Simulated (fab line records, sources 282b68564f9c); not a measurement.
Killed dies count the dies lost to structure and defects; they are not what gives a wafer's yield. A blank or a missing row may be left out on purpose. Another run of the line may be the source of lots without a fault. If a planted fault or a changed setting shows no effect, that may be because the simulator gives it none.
The same fault as seen by 2 desks || flow ritCmos || numbers are kept per desk, each desk with only its own; the story behind them comes last

## THE METROLOGY DESK
Lot by lot, what the gauges showed, no matter which tool ran the lot: averages of those sampled wafers that carry a number. A lot is out of limits, marked OUT, if its mean lies more than 4 standard deviations from the usual mean; the brackets give that distance.
Columns: A = PRETRO_TW at RIT_PRETRO_TW_MEAS_10, usual 477
{"lot": "L162", "first seen here": "day 2 15:40", "A": 474}
{"lot": "L163", "first seen here": "day 2 20:14", "A": 482}
{"lot": "L164", "first seen here": "day 3 01:28", "A": 480}
{"lot": "L165", "first seen here": "day 3 04:34", "A": 478}
{"lot": "L167", "first seen here": "day 3 16:35", "A": 482}
{"lot": "L168", "first seen here": "day 4 04:47", "A": 469}
{"lot": "L170", "first seen here": "day 4 20:07", "A": 469}
{"lot": "L172", "first seen here": "day 5 01:27", "A": 481}
{"lot": "L171", "first seen here": "day 5 01:56", "A": 489}
{"lot": "L173", "first seen here": "day 5 01:59", "A": 470}
{"lot": "L177", "first seen here": "day 5 20:40", "A": 489}
{"lot": "L179", "first seen here": "day 6 04:22", "A": 479}
{"lot": "L180", "first seen here": "day 6 09:34", "A": 476}
{"lot": "L183", "first seen here": "day 6 20:35", "A": 481}
This desk's finding: nothing out of limits on any of the 14 lots.

## THE TOOL OWNER'S DESK: implanter-04
RIT_PRETRO_IMPLANT_08, tool's own readings: per-lot mean of the sampled wafers with a number, covering each lot this tool ran. A lot is out of limits, marked OUT, if its mean lies more than 4 standard deviations from the usual mean; the brackets give that distance.
Columns: A = beamEnergyKeV at RIT_PRETRO_IMPLANT_08, usual 45.004
{"lot": "L163", "first seen here": "day 2 19:55", "A": 44.998}
{"lot": "L167", "first seen here": "day 3 16:18", "A": 44.996}
{"lot": "L170", "first seen here": "day 4 19:47", "A": 44.994}
{"lot": "L171", "first seen here": "day 5 01:38", "A": "50.865 (+99 or more) OUT"}
{"lot": "L177", "first seen here": "day 5 20:21", "A": "50.849 (+99 or more) OUT"}
Finding of this desk: L171, L177 out of limits; the first was L171 at day 5 01:38, on beamEnergyKeV at RIT_PRETRO_IMPLANT_08. L163, L167, L170: within limits.

## TAKEN TOGETHER
On L171, L177, at day 5 01:38, an alarm was possible from the tool owner's desk.
Nothing out of limits was seen by the metrology desk.
The metrology desk holds a record of L171, L177, inside its limits.
Of the lots named, all ran RIT_PRETRO_IMPLANT_08 on implanter-04.

## WHAT HAD BEEN PUT IN BY THE SIMULATOR
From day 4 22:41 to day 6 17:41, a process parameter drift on implanter-04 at RIT_PRETRO_IMPLANT_08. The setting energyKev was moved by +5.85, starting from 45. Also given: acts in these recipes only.
Lots struck among those shown: L171, L177.
Delay in hours, fault start to first out-of-limits reading, by desk: the tool owner's desk at 3.
